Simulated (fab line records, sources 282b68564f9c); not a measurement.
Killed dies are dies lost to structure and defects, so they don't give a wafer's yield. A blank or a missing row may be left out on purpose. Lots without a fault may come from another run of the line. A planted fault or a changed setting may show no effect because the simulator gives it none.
A struck lot beside a sound one | flow rit_cmos | 19 steps out of a route of 202
Sound: wafers L285.2, L285.3, L285.4. Struck: wafers L292.2, L292.4, L292.5. The cause comes at the end.
At each step with rows: each side's tool, then ch and its chambers, then its first start. Under that, the readings that differ: sound wafers | struck wafers | difference of the means | sigmas: that difference in standard deviations of wafers without a fault.
alike: readings whose means differ by less than 2 such deviations, and words and numbers that are the same on both sides. not compared: withheld readings, readings that some wafer has no value for, bounds like >300 that may hide the same value, and numbers for which the record gives no deviation and whose values overlap.
The two part at a step that has a row with sigmas, a row that says differs or no value, or rows on one side only. Numbers that don't overlap but have no deviation are shown without sigmas and don't part them. A reading that every wafer of one side lacks parts them only if that side has two wafers or more.

first, 1 step without rows for these wafers: RIT_GATE_CLEAN_04 (cleans in dHF, time 60 s).
RIT_FOX2_THK_MEAS_91:
  sound on film_metro-01, day 3 19:14; struck on film_metro-02, day 5 06:44
  alike: FIELD_OXIDE_LEFT_2_THK
then, 2 steps without rows for these wafers: RIT_GATE_OXIDATION_05 (target thk 3 nm, ox time 270 s); RIT_GATE_ANNEAL_06 (time 600 s).
RIT_GATE_THK_MEAS_07:
  sound on film_metro-02, day 3 20:50; struck on film_metro-02, day 5 10:23
  reading             | sound          | struck         | difference | sigmas
  GATE_OXIDE_THK (nm) | 3.06 3.02 3.04 | 2.92 2.93 2.89 | -0.13      | -2
then, 1 step without rows for these wafers: RIT_GATE_CVD_08 (deposits poly-Si from SiH4, target thk 250 nm, time 2220 s).
RIT_GATE_THK_MEAS_09:
  sound on film_metro-04, day 3 22:31; struck on film_metro-01, day 5 12:04
  alike: GATE_POLY_THK
then, 5 steps without rows for these wafers: RIT_GATE_HMDS_10 (prime time 60 s); RIT_GATE_COAT_11 (resist thk 850 nm); RIT_GATE_SOFTBAKE_12 (time 60 s); RIT_GATE_EXPOSE_13 (exposes mask M6, target cd 150 nm); RIT_GATE_PEB_14.
RIT_GATE_DEVELOP_15: develop time 50.85 s.
  sound on litho_track-01 ch 0, day 3 23:00; struck on litho_track-01 ch 0, day 5 12:00
  reading               | sound             | struck            | difference | sigmas
  developer_temp_C (C)  | 23.11 23.03 23.02 | 20.75 20.76 20.76 | -2.30      | -21
  model.GATE.cd_nm (nm) | 149.1 147.4 147.3 | 135.7 136.1 136.2 | -11.9      |
RIT_GATE_CD_MEAS_16: target cd 150 nm.
  sound on cd_sem-02, day 3 23:34; struck on cd_sem-02, day 5 13:25
  reading    | sound             | struck            | difference | sigmas
  cd_nm (nm) | 149.0 147.3 147.7 | 135.7 135.9 135.9 | -12.2      | -6
  not compared: hold
RIT_GATE_OVL_MEAS_17:
  sound on overlay-02, day 3 23:40; struck on overlay-02, day 5 14:12
  reading | sound | struck                                                                     | difference                   | sigmas
  hold    | - - - | await_dispo/0.7h/release await_dispo/0.7h/release await_dispo/0.7h/release | no value on the sound wafers |
  alike: GATE_OVL
then, 1 step without rows for these wafers: RIT_GATE_HARDBAKE_18 (time 60 s).
RIT_GATE_ETCH_19: etches poly-Si in SF6/CHF3/O2, stops on SiO2, time 165 s, target depth 312.5 nm.
  sound on rie_si-02 ch 0,1,3, day 3 23:50; struck on rie_si-01 ch 1,3, day 5 14:27
  reading               | sound             | struck            | difference | sigmas
  model.GATE.cd_nm (nm) | 149.1 147.2 147.2 | 135.9 136.1 136.3 | -11.7      |
  alike: SF6_flow_sccm, drypump_motor_current_A, oes_product_au, throttle_valve_pct
  not compared: rf_hours_counter_h
RIT_GATE_STRIP_20: strips in O2, time 180 s.
  sound on plasma_asher-04 ch 0,1, day 3 23:57; struck on plasma_asher-04 ch 0,1, day 5 14:34
  alike: drypump_motor_current_A
  not compared: rf_hours_counter_h
RIT_M1_PROBE_99:
  sound on prober-02, day 4 19:56; struck on prober-01, day 6 21:16
  alike: killed_at_contacts, killed_at_front_end, killed_dies, killed_open, killed_short

WHERE THEY PART
First at RIT_GATE_THK_MEAS_07; last, within this record, at RIT_GATE_OVL_MEAS_17. Later steps at which nothing parts them and some readings are alike: RIT_GATE_ETCH_19, RIT_GATE_STRIP_20, RIT_M1_PROBE_99.

WHY: what the simulator had put in
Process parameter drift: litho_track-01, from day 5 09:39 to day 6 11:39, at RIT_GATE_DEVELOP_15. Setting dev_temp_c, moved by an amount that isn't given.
